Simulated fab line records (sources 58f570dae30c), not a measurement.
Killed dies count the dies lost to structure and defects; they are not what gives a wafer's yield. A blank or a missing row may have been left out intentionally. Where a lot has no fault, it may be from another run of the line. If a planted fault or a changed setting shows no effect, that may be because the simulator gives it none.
Which tool is to blame? -- flow berkeleyCmos170 -- 14 lots, 42 wafers sampled, at 2 steps of a route of 331

## WHAT THE GAUGES READ, wafer by wafer
UCB170_V2_OVL_MEAS_13.
lot,measured,on,V2_OVL (nm)
L204,day 8 16:18,overlay-01,3 2 -2
L208,day 9 09:46,overlay-02,-17 -10 -15
L207,day 9 10:29,overlay-01,-7 -3 -1
L206,day 9 12:02,overlay-02,1 -3 3
L209,day 9 17:10,overlay-01,0 -3 2
L210,day 9 17:26,overlay-02,5 2 1
L214,day 10 04:23,overlay-01,-6 -2 2
L213,day 10 10:49,overlay-02,-1 -4 -6
L212,day 10 10:56,overlay-02,94 95 93 93 92 91
L211,day 10 11:05,overlay-01,-10 0 2
L216,day 10 16:00,overlay-01,99 101 100 97 99 99
L222,day 11 22:02,overlay-01,-1 2 5
L223,day 12 16:17,overlay-02,-3 2 -2
L224,day 12 23:13,overlay-02,1 -9 1

## WHAT TOOL EACH LOT RAN ON (gives the tool, then ch and the chambers of the sampled wafers, and finally the start)
lot,UCB170_V2_EXPOSE_09
L204,"krfScanner-01 ch 0, day 8 15:37"
L208,"krfScanner-02 ch 0, day 9 09:10"
L207,"krfScanner-01 ch 0, day 9 09:56"
L206,"krfScanner-02 ch 0, day 9 11:31"
L209,"krfScanner-02 ch 0, day 9 16:17"
L210,"krfScanner-02 ch 0, day 9 16:46"
L214,"krfScanner-01 ch 0, day 10 03:38"
L213,"krfScanner-02 ch 0, day 10 09:52"
L212,"krfScanner-02 ch 0, day 10 10:10"
L211,"krfScanner-01 ch 0, day 10 10:23"
L216,"krfScanner-02 ch 0, day 10 15:29"
L222,"krfScanner-01 ch 0, day 11 21:05"
L223,"krfScanner-01 ch 0, day 12 15:46"
L224,"krfScanner-01 ch 0, day 12 22:08"
- UCB170_V2_EXPOSE_09: exposes mask VIA2, target cd 700 nm.

## WHAT THE TOOLS THEMSELVES READ (means of the sampled wafers that have a number; where no wafer has one, the mark that the record gives instead)
UCB170_V2_EXPOSE_09.
lot,tool,exposureDoseMJCm2
L204,krfScanner-01,36.96
L208,krfScanner-02,37.04
L207,krfScanner-01,36.96
L206,krfScanner-02,36.95
L209,krfScanner-02,36.97
L210,krfScanner-02,37.07
L214,krfScanner-01,36.97
L213,krfScanner-02,36.97
L212,krfScanner-02,37.01
L211,krfScanner-01,36.97
L216,krfScanner-02,37.04
L222,krfScanner-01,37.01
L223,krfScanner-01,37.04
L224,krfScanner-01,36.99

## THE ANSWER, worked out from the rows above alone
Rule: the lots themselves supply what counts as usual. The widest of any qualifying gaps counts: lots, ordered by their means at a reading, are off when they make up no more than a third of the lots, leave a main group of 4 or more, and stand apart from it by 3 or more times the standard deviation of that group's means. A main group is skipped when, at the precision printed for the reading in the tables above, its means are all equal. Also off: a lot with no number at a reading for which 4 or more lots have one. The other lots that the step has rows for count as sound. First the gauges in route order, then the tools' own readings, where a lot's mean is used as printed above. At the first step where some lot is off, the reading lying furthest off is the one used; lots without a number count as furthest.
Off: L212, L216, at UCB170_V2_OVL_MEAS_13 (V2_OVL). Main group: mean -2 nm, sd 4.1.
If a tool, at a process step before that reading, ran all the lots that are off and no sound lot after the first of them, it fits. Gauges at UCB170_V2_OVL_MEAS_13: tried the same way as those tools. One fits: krfScanner-02 at UCB170_V2_EXPOSE_09. A fault onset in the window from L213 (day 10 09:52, its last sound lot) to L212 (day 10 10:10, its first lot off) fits.

## WHAT WAS PUT IN BY THE SIMULATOR
Scanner matching overlay: krfScanner-02, from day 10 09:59 on, at UCB170_V2_EXPOSE_09. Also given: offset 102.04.
Shown lots that were struck: L212, L216. The rule above found the same.
